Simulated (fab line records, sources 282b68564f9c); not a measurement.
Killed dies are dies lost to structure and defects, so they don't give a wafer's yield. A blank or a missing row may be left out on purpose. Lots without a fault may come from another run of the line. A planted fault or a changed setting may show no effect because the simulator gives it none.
A struck lot beside a sound one | flow rit_cmos | 30 steps out of a route of 202
Sound: wafers L528.2, L528.3, L528.6. Struck: wafer L534.3. (L534.1, L534.6 of the same lot were not struck and are left out.) The cause comes at the end.
At each step with rows: each side's tool, then ch and its chambers, then its first start. Under that, the readings that differ: sound wafers | struck wafers | difference of the means | sigmas: that difference in standard deviations of wafers without a fault.
alike: readings whose means differ by less than 2 such deviations, and words and numbers that are the same on both sides. not compared: withheld readings, readings that some wafer has no value for, bounds like >300 that may hide the same value, and numbers for which the record gives no deviation and whose values overlap.
The two part at a step that has a row with sigmas, a row that says differs or no value, or rows on one side only. Numbers that don't overlap but have no deviation are shown without sigmas and don't part them. A reading that every wafer of one side lacks parts them only if that side has two wafers or more.

first, 6 steps without rows for these wafers: RIT_SDANNEAL_RTA_03 (time 5 s); RIT_SILICIDE_WET_ETCH_00 (etches SiO2 in BOE, target depth 14 nm, time 15 s); RIT_SILICIDE_SPUTTER_01 (material Ti, target thk 30 nm, time 240 s); RIT_SILICIDE_RTA_04 (time 10 s, ramp up 5 s, ramp down 5 s); RIT_SILICIDE_WET_ETCH_05 (etches Ti in SPM, time 120 s); RIT_SILICIDE_RTA_06 (time 10 s, ramp up 5 s, ramp down 10 s).
RIT_CONTACT_CVD_00: deposits SiO2 from TEOS, target thk 400 nm, time 61 s.
  sound on pecvd-01 ch 0,1,2, day 5 00:56; struck on pecvd-01 ch 2, day 6 11:07
  reading                                  | sound             | struck | difference | sigmas
  model.SiO2_of_CONTACT_CVD_00.thk_nm (nm) | 398.6 393.2 396.8 | 308.3  | -87.9      |
  alike: heater_power_w, rf_fwd_power_W
RIT_CONTACT_THK_MEAS_01:
  sound on film_metro-04, day 5 00:59; struck on film_metro-02, day 6 11:10
  reading               | sound       | struck | difference | sigmas
  CONTACT_TEOS_THK (nm) | 398 393 397 | 308    | -88        | -16
then, 7 steps without rows for these wafers: RIT_CONTACT_HMDS_02 (prime time 60 s); RIT_CONTACT_COAT_03 (resist thk 1000 nm); RIT_CONTACT_SOFTBAKE_04 (time 60 s); RIT_CONTACT_EXPOSE_05 (exposes mask M11, target cd 1000 nm); RIT_CONTACT_PEB_06; RIT_CONTACT_DEVELOP_07 (develop time 120 s); RIT_CONTACT_HARDBAKE_10 (time 60 s).
RIT_CONTACT_ETCH_11: etches SiO2 in CHF3/CF4/Ar, stops on TiSi2, target depth 480 nm, time 320 s.
  sound on rie_diel-04 ch 1,3, day 5 02:26; struck on rie_diel-04 ch 2, day 6 12:38
  reading                             | sound             | struck | difference | sigmas
  throttle_valve_pct (%)              | 8.67 8.91 8.68    | 9.10   | +0.35      | +2
  model.etch.depth_nm (nm)            | 398.6 393.2 396.8 | 308.3  | -87.9      |
  model.CONTACT.feature_depth_nm (nm) | 398.6 393.2 396.8 | 308.3  | -87.9      |
  alike: drypump_motor_current_A, oes_product_au, rf_fwd_power_W
  not compared: rf_hours_counter_h
then, 11 steps without rows for these wafers: RIT_CONTACT_STRIP_12 (strips in O2, time 180 s); RIT_CONTACT_CLEAN_13 (cleans in SC1, time 600 s); RIT_CONTACT_CLEAN_14 (cleans in SC2, time 600 s); RIT_M1_SPUTTER_00 (material Al, target thk 400 nm, time 500 s); RIT_M1_HMDS_03 (prime time 60 s); RIT_M1_COAT_04 (resist thk 1300 nm); RIT_M1_SOFTBAKE_05 (time 60 s); RIT_M1_EXPOSE_06 (exposes mask M12, target cd 2600 nm); RIT_M1_PEB_07; RIT_M1_DEVELOP_08 (develop time 68 s); RIT_M1_HARDBAKE_11 (time 120 s).
RIT_M1_METAL_ETCH_12: etches Al in Cl2/BCl3, stops on SiO2, time 165 s, target depth 600 nm.
  sound on rie_metal-03 ch 0,1, day 5 05:04; struck on rie_metal-03 ch 1, day 6 15:28
  reading                                  | sound             | struck | difference | sigmas
  model.SiO2_of_CONTACT_CVD_00.thk_nm (nm) | 362.1 357.3 360.7 | 271.2  | -88.8      |
  alike: bcl3_flow_sccm, drypump_motor_current_A, he_backside_leak_sccm, oes_product_au, rf_fwd_power_W, throttle_valve_pct
  not compared: rf_hours_counter_h
then, 1 step without rows for these wafers: RIT_M1_STRIP_13 (strips in nmp, time 600 s).
RIT_M1_PROBE_99:
  sound on prober-01, day 5 07:23; struck on prober-01, day 6 17:49
  reading                                    | sound                       | struck   | difference | sigmas
  model.etest.field_p_metal.vt_v (V)         | -30.43 -29.43 -29.77        | -24.72   | +5.16      |
  model.etest.nmos_0p15.junction_log10_a_um  | -13.64 -13.56 -13.46        | -12.85   | +0.70      |
  model.etest.nmos_narrow.off_log10_a_um     | -13.28 -13.15 -13.17        | -12.79   | +0.41      |
  model.etest.nmos_0p3.off_log10_a_um        | -12.99 -12.86 -12.96        | -12.8    | +0.1       |
  model.etest.gate_end_array.leak_log10_a_um | -12.79 -12.73 -12.79        | -12.68   | +0.09      |
  model.etest.pmos_0p15.junction_log10_a_um  | -13.86 -13.89 -13.92        | -13.54   | +0.35      |
  model.etest.antenna_contact.vt_shift_v (V) | -0.008352 -0.01591 -0.01257 | -0.02279 | -0.01051   |
  alike: killed_at_front_end, killed_dies, killed_open, killed_short
  not compared: model.etest.contact_diode_array.leak_log10_a

WHERE THEY PART
First at RIT_CONTACT_THK_MEAS_01; last, within this record, at RIT_CONTACT_ETCH_11. Later steps at which nothing parts them and some readings are alike: RIT_M1_METAL_ETCH_12, RIT_M1_PROBE_99.

WHY: what the simulator had put in
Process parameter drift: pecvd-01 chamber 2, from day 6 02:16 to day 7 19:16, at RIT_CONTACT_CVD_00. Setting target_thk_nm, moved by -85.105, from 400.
